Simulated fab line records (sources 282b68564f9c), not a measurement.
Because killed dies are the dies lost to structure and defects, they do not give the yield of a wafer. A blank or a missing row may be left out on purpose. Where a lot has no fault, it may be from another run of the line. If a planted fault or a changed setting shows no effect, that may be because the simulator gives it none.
Split-lot experiment -- flow rit cmos -- 23 wafers read across 5 lots, on a route 202 steps long

## SPLIT DETAILS
At RIT_PLDD_IMPLANT_08, the setting energy kev was moved away from the recipe's 20 on 6 of the 23 wafers read, by -5.6% to +4.7%. The other wafers ran this setting at the recipe's value.

## FROM THE SPLIT TO THE READING: what the file shows between them, 9 steps
- RIT_PLDD_STRIP_09: strips in O2, time 180 s
- RIT_PLDD_TW_MEAS_10
- RIT_SPACER_CLEAN_00: cleans in SC1, time 600 s
- RIT_SPACER_CVD_03: deposits Si3N4 from SiH2Cl2/NH3, target thk 250 nm, time 3300 s (also split here: temp c)
- RIT_SPACER_THK_MEAS_04
- RIT_SPACER_ETCHBACK_05: etches Si3N4 in SF6/CHF3, stops on SiO2, target depth 250 nm, time 240 s
- RIT_SDANNEAL_CLEAN_01: cleans in dHF, time 30 s (also split here: time s)
- RIT_SDANNEAL_CLEAN_02: cleans in SC2, time 600 s
- RIT_SDANNEAL_RTA_03: time 5 s

## THE READING
Measured at RIT_SDANNEAL_RS_MEAS_06 by four-point probe: PLDD_RS, in ohm/sq. A value of 178.9 ohm/sq with a standard deviation of 0.51 ohm/sq is what fault-free wafers of this fab line usually give.

wafer,"tool, chamber at the split",energy kev as run,against the recipe,"PLDD_RS, ohm/sq",against lot-mates on the recipe
L074.1,"implanter-02, 0",18.88,-5.6%,182.8,+3.8
L074.2,"implanter-02, 0",20,recipe,179.2,-
L074.4,"implanter-02, 0",20,recipe,178.9,-
L074.5,"implanter-02, 0",18.88,-5.6%,183.2,+4.1
L074.6,"implanter-02, 0",18.88,-5.6%,182.9,+3.8
L075.1,"implanter-02, 0",20,recipe,179.0,-
L075.2,"implanter-02, 0",20.95,+4.7%,176.3,-2.6
L075.3,"implanter-02, 0",20.95,+4.7%,176.3,-2.6
L075.4,"implanter-02, 0",20.95,+4.7%,176.5,-2.4
L075.6,"implanter-02, 0",20,recipe,178.9,-
L080.4,"implanter-02, 0",20,recipe,178.4,-
L080.5,"implanter-02, 0",20,recipe,178.0,-
L080.6,"implanter-02, 0",20,recipe,178.2,-
L081.1,"implanter-04, 0",20,recipe,179.2,-
L081.2,"implanter-04, 0",20,recipe,178.4,-
L081.3,"implanter-04, 0",20,recipe,178.8,-
L081.4,"implanter-04, 0",20,recipe,179.2,-
L081.5,"implanter-04, 0",20,recipe,178.9,-
L085.1,"implanter-04, 0",20,recipe,179.4,-
L085.2,"implanter-04, 0",20,recipe,179.0,-
L085.3,"implanter-04, 0",20,recipe,179.1,-
L085.5,"implanter-04, 0",20,recipe,179.3,-
L085.6,"implanter-04, 0",20,recipe,179.0,-

FIT RESULTS
A straight line over all 23 wafers: PLDD_RS changes by -0.644 ohm/sq for each +1% of energy kev; r = -0.97; the points scatter about the line by 0.43 ohm/sq.
The same after taking each lot's own level away (the mean of its wafers on the recipe; 23 wafers): -0.633 ohm/sq for each +1%; r = -0.99; scatter 0.27 ohm/sq.
According to that fit, moving energy kev by its largest amount changes the reading by 3.5 ohm/sq.
The span of the lots' own levels, 178.20 to 179.16 ohm/sq, comes to 1.9 times the standard deviation stated above.
The two slopes agree, so the slope changes little with the lot-to-lot level.
Check: for one of the wafers moved furthest among these (-5.6%), held out of the fit, the line's prediction against its lot-mates is +3.62 ohm/sq. It came out at +3.75 ohm/sq against them.

## THESE WAFERS: OTHER SPLITS
Other splits were also applied to these wafers ahead of the reading. Each is held against what the fit with the lots' levels taken away leaves over:
other split on the same wafers,wafers away from the commonest value,r with PLDD_RS (lot level and that fit taken away)
RIT_SPACER_CVD_03 temp c,18,-0.12
RIT_SDANNEAL_CLEAN_01 time s,5,-0.21

## THE WHOLE CHAIN: every reading that the file lists as answering this split, in the file's order
step,what it does,reading,change (the file's fit),r (the file's)
RIT_PLDD_IMPLANT_08,,"implant.rp nm (the simulator's own value, which no gauge read)",+0.136 nm for each +1% of the setting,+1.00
RIT_PLDD_IMPLANT_08,,"implant.drp nm (the simulator's own value, which no gauge read)",+0.0686 nm for each +1% of the setting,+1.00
RIT_PLDD_TW_MEAS_10,,PLDD_TW,+6.33 for each +1% of the setting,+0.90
RIT_SDANNEAL_RS_MEAS_06,measures by four-point-probe,PLDD_RS,-0.635 for each +1% of the setting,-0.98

## THE FILE'S OWN FIT
PLDD_RS changes by -0.635 ohm/sq for each +1% of energy kev, r = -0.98.
